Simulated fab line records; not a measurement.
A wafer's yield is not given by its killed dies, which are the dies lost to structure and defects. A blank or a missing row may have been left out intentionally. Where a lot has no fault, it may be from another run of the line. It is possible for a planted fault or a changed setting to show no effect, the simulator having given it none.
Problem report, 8D (eight disciplines) form, completed by code :: flow berkeley_cmos170 :: the parts of the form that need people (team, actions taken, sign-off) are left out

## 1. PROBLEM STATEMENT
o2_flow_sccm at UCB170_NLDD_STRIP_10 reads a mean of 200.0 sccm on 6 wafers of 2 lots; wafers without a fault read 400.0 sccm with a standard deviation of 1.2. That is -99 or more standard deviations from the usual mean.
The step: strips in O2.
First observed at day 8 12:26: wafer L206.2, on plasma_asher-01. Wafers with a number at this step in the record: 42, from 14 lots. By rule, "out" or "out of limits" means more than 4 standard deviations away from the usual mean. Any other wafer with a number is counted as sound.

## 2. WHAT IT IS; WHAT IT IS NOT
question: which readings at this step
is: o2_flow_sccm, oes_product_au, strip_time_to_endpoint_s
is not: drypump_motor_current_A

question: which lots
is: L206, L208
is not: L195, L196, L197, L198, L199, L200, L201, L202, L211, L214, L216, L217

question: which wafers of those lots
is: all that have a number
is not: -

question: read on which tools
is: plasma_asher-01
is not: plasma_asher-03, plasma_asher-04

question: when
is: from day 8 12:26
is not: up to then (24 sound wafers); but 12 sound wafers of L211, L214, L216, L217 came after

## 3. WHAT RULES OUT EACH SUSPECT
Counting: a tool at a process step up to the reading stays a suspect if it ran every lot that is out and no sound lot after the first of them.
- plasma_asher-01 at UCB170_NLDD_STRIP_10 (strips in O2): kept. All lots that are out passed through it, beginning with L206 at day 8 12:26, and no sound lot followed; its final sound lot before that point was L200 at day 7 06:14. On those wafers its own readings are out: o2_flow_sccm, oes_product_au, strip_time_to_endpoint_s.
Remaining after the count: plasma_asher-01 at UCB170_NLDD_STRIP_10.

## 4. THE CAUSE (what the simulator had put in)
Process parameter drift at UCB170_NLDD_STRIP_10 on plasma_asher-01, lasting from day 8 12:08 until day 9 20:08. A move of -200 in setting o2_flow_sccm, from 400. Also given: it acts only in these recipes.
Counting left only this tool.

## 5. THE EFFECT CHAIN, in route order
Rows list readings where the struck wafers' mean (over those with a number) sits beyond 3 standard deviations from the usual. Readings are gone through only where the record gives a usual standard deviation; hours: the median, over the lots, of the time from a lot's start at the first step in this table giving one to that lot's start at this step; sigmas: the change measured in usual standard deviations.
hours: 0
step: UCB170_NLDD_STRIP_10
reading: o2_flow_sccm
usual: 400.0 sccm
on struck wafers: 200.0
change: -200.0
sigmas: -99 or more

hours: 0
step: UCB170_NLDD_STRIP_10
reading: oes_product_au
usual: 0.735 a.u.
on struck wafers: 0.673
change: -0.062
sigmas: -14

hours: 0
step: UCB170_NLDD_STRIP_10
reading: strip_time_to_endpoint_s
usual: 21.63 s
on struck wafers: 24.70
change: +3.07
sigmas: +50
Process steps it contains:
- UCB170_NLDD_STRIP_10: strips in O2.

## 6. WHAT WOULD HAVE CAUGHT IT SOONER
0 hours passed between the start of the fault at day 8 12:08 and the first reading out of limits in this record, taken at day 8 12:26.
